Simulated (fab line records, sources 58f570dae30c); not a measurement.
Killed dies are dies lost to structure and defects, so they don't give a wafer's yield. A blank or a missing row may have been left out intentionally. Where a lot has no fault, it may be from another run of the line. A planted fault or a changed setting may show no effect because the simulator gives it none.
Chamber matching    flow berkeley-cmos170    UCB170_PWELL_ETCH_14 on rie-diel-03 has 4 sister chambers
The step etches Si3N4 in CH3F/Ar/O2, stops on SiO2, target depth 242 nm, time 151 s. 4 wafers are shown with their chamber, then 7 later ones without.

WAFERS, EACH WITH ITS CHAMBER
wafer   chamber  throttle-valve-pct (%)
L419.4  3        7.85
L430.1  0        7.95
L431.1  1        7.90
L431.5  2        8.23

WAFERS WITH NO CHAMBER GIVEN
wafer   throttle-valve-pct (%)
L431.6  7.89
L432.1  7.91
L432.4  7.96
L432.5  7.88
L436.2  7.96
L436.5  8.23
L436.6  7.96

WHICH CHAMBER EACH ONE RAN IN
wafer   from the rows above      in truth
L431.6  1                        1
L432.1  1                        1
L432.4  0                        0
L432.5  can't be placed: 1 or 3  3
L436.2  0                        0
L436.5  2                        2
L436.6  0                        0
Placed correctly: 6 of 7. Unplaceable from these rows: 1, with the true chamber sitting among the candidates in 1. Placed wrongly: 0.
How it was worked out, from the rows above alone: a wafer's distance from a chamber is the root of the sum, over the readings, of the square of ((its reading less the chamber's mean) divided by the reading's scatter). If the next closest chamber is less than 2 further off than the closest, the wafer can't be placed; otherwise it belongs to the closest. A chamber's mean is the mean of its shown wafers. The scatter (one wafer shown for each chamber): square how far every hidden wafer sits from the nearest shown wafer, average those squares and take the square root.
